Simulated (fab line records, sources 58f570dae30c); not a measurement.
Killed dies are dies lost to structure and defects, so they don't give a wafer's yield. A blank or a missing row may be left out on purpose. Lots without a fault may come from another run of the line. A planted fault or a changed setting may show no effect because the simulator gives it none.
Split-lot experiment | flow berkeley_cmos170 | 5 lots, 27 wafers read, on a route of 331 steps

THE SPLIT
At UCB170_M2_DEVELOP_14 (develop time 45 s), the setting develop_time_s was moved away from the recipe's 45 s on 12 of the 27 wafers read, by -46.2% to +38.3%. The other wafers ran this setting at the recipe's value.

The file shows no step between the split and the reading.

THE READING
cd_nm, in nm, at UCB170_M2_CD_MEAS_15 (target cd 700 nm). Fault-free wafers of this fab line usually give 700.0 nm, standard deviation 1.7 nm.

wafer  | tool, chamber at the split | develop_time_s as run, s | against the recipe | cd_nm, nm | against lot-mates on the recipe
L075.1 | litho_track-01, 0          | 45                       | recipe             | 696.2     | -
L075.2 | litho_track-01, 0          | 24.21                    | -46.2%             | 701.1     | +4.7
L075.3 | litho_track-01, 0          | 45                       | recipe             | 696.6     | -
L075.4 | litho_track-01, 0          | 24.21                    | -46.2%             | 702.4     | +6.0
L075.5 | litho_track-01, 0          | 45                       | recipe             | 696.3     | -
L075.6 | litho_track-01, 0          | 24.21                    | -46.2%             | 702.1     | +5.7
L078.1 | litho_track-01, 0          | 57.65                    | +28.1%             | 702.4     | -1.3
L078.2 | litho_track-01, 0          | 57.65                    | +28.1%             | 702.6     | -1.1
L078.3 | litho_track-01, 0          | 45                       | recipe             | 703.6     | -
L078.4 | litho_track-01, 0          | 45                       | recipe             | 703.6     | -
L078.5 | litho_track-01, 0          | 57.65                    | +28.1%             | 702.5     | -1.2
L078.6 | litho_track-01, 0          | 45                       | recipe             | 703.9     | -
L080.1 | litho_track-02, 0          | 45                       | recipe             | 701.0     | -
L080.2 | litho_track-02, 0          | 62.22                    | +38.3%             | 698.6     | -2.5
L080.3 | litho_track-02, 0          | 45                       | recipe             | 700.8     | -
L080.4 | litho_track-02, 0          | 62.22                    | +38.3%             | 698.2     | -2.9
L080.5 | litho_track-02, 0          | 62.22                    | +38.3%             | 699.1     | -2.0
L080.6 | litho_track-02, 0          | 45                       | recipe             | 701.4     | -
L084.1 | litho_track-02, 0          | 45                       | recipe             | 699.8     | -
L084.2 | litho_track-02, 0          | 45                       | recipe             | 699.5     | -
L084.3 | litho_track-02, 0          | 24.32                    | -46.0%             | 704.7     | +5.4
L084.4 | litho_track-02, 0          | 45                       | recipe             | 698.5     | -
L084.5 | litho_track-02, 0          | 24.32                    | -46.0%             | 704.2     | +4.9
L084.6 | litho_track-02, 0          | 24.32                    | -46.0%             | 704.5     | +5.2
L083.1 | litho_track-03, 0          | 45                       | recipe             | 699.4     | -
L083.2 | litho_track-03, 0          | 45                       | recipe             | 698.9     | -
L083.4 | litho_track-03, 0          | 45                       | recipe             | 700.2     | -

THE FIT
A straight line over all 27 wafers: cd_nm changes by -0.0393 nm for each +1% of develop_time_s; r = -0.42; the points scatter about the line by 2.3 nm.
The same after taking each lot's own level away (the mean of its wafers on the recipe; 27 wafers): -0.0933 nm for each +1%; r = -0.96; scatter 0.72 nm.
On that fit, the largest move of develop_time_s shifts the reading by 4.3 nm.
The lots' own levels span 696.37 to 703.70 nm, that is 4.3 times the standard deviation above.
So the lot-to-lot level blurs the effect unless lot-mates are compared.
Check: with one of the wafers moved furthest among these (-46.2%) left out of the fit, the line predicts +4.84 nm for it against its lot-mates. It came out at +4.73 nm against them.

THE WHOLE CHAIN: every reading that the file lists as answering this split, in the file's order
step                 | what it does         | reading                                                   | change (the file's fit)                | r (the file's)
UCB170_M2_CD_MEAS_15 | target cd 700 nm     | cd_nm                                                     | -0.0956 nm for each +1% of the setting | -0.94
UCB170_M2_ETCH_17    | etches BARC in N2/H2 | M2.cd_nm (the simulator's own value, which no gauge read) | -0.105 nm for each +1% of the setting  | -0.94

THE FILE'S OWN FIT
cd_nm changes by -0.0956 nm for each +1% of develop_time_s, r = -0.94.
